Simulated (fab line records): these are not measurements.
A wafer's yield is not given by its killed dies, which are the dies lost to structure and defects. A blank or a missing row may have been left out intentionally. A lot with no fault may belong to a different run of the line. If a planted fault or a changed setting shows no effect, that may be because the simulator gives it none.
The tool behind it: which one? | flow berkeley cmos170 | 7 lots, 19 wafers sampled, at 5 steps of a route of 331

## WHAT EACH GAUGE READ, for each wafer
UCB170_M1_CD_MEAS_90: target cd 700 nm.
lot  | measured     | on        | cd nm (nm)
L122 | day 8 16:59  | cd sem-01 | 699 698 698
L126 | day 8 23:06  | cd sem-02 | 697 703 697
L128 | day 9 14:59  | cd sem-01 | 699 699 700
L131 | day 9 23:31  | cd sem-01 | 694 698 697
L136 | day 10 20:39 | cd sem-01 | 688
L139 | day 11 13:25 | cd sem-01 | 704 707 705
L142 | day 12 16:25 | cd sem-01 | 706 706 702

## TOOL THAT RAN EACH LOT (tool first, then ch and the chambers of the sampled wafers, then the start)
lot  | UCB170_BACKSIDE_STRIP_03             | UCB170_SILICIDE_SPUTTER_01   | UCB170_M1_METAL_ETCH_12           | UCB170_M1_STRIP_13
L122 | plasma asher-03 ch 0,1, day 8 04:17  | pvd sputter-02, day 8 05:14  | rie metal-04 ch 0,1, day 8 16:45  | plasma asher-03 ch 0,1, day 8 16:53
L126 | plasma asher-03 ch 0,1, day 8 14:14  | pvd sputter-04, day 8 15:24  | rie metal-02 ch 0,1, day 8 22:52  | plasma asher-03 ch 0,1, day 8 23:00
L128 | plasma asher-01 ch 0,1, day 9 07:07  | pvd sputter-02, day 9 08:05  | rie metal-01 ch 0, day 9 14:38    | plasma asher-01 ch 0,1, day 9 14:52
L131 | plasma asher-04 ch 0,1, day 9 14:36  | pvd sputter-02, day 9 15:33  | rie metal-04 ch 0,1, day 9 23:17  | plasma asher-02 ch 0,1, day 9 23:25
L136 | plasma asher-03 ch 0, day 10 10:25   | pvd sputter-04, day 10 11:19 | rie metal-04 ch 1, day 10 20:25   | plasma asher-01 ch 0, day 10 20:32
L139 | plasma asher-01 ch 0,1, day 11 03:20 | pvd sputter-02, day 11 04:16 | rie metal-02 ch 0,1, day 11 13:11 | plasma asher-02 ch 0,1, day 11 13:19
L142 | plasma asher-01 ch 0,1, day 12 05:55 | pvd sputter-03, day 12 06:50 | rie metal-01 ch 0,1, day 12 16:11 | plasma asher-02 ch 0,1, day 12 16:18
- UCB170_BACKSIDE_STRIP_03: strips in O2.
- UCB170_SILICIDE_SPUTTER_01: material Ti, target thk 30 nm, time 25 s.
- UCB170_M1_METAL_ETCH_12: etches Al in Cl2/BCl3, stops on PSG, target depth 780 nm, time 130 s.
- UCB170_M1_STRIP_13: strips in O2.

## THE ANSWER, worked out from the rows above alone
Rule: the lots themselves supply what counts as usual. Put in order of their means at a reading, lots are off if they are a third of the lots or fewer, leave a main group of 4 or more, and stand apart from it by a gap of 3 or more times the standard deviation of the main group's means; of several such gaps the widest counts. A main group whose means are all the same, to the digits that the tables above print for the reading, isn't used. A lot without any number at a reading at which 4 lots or more have one is off too. All remaining lots with rows at the step are treated as sound.
No lot is off on any of the readings shown, so nothing can be concluded from this.

## WHAT WAS PUT IN BY THE SIMULATOR
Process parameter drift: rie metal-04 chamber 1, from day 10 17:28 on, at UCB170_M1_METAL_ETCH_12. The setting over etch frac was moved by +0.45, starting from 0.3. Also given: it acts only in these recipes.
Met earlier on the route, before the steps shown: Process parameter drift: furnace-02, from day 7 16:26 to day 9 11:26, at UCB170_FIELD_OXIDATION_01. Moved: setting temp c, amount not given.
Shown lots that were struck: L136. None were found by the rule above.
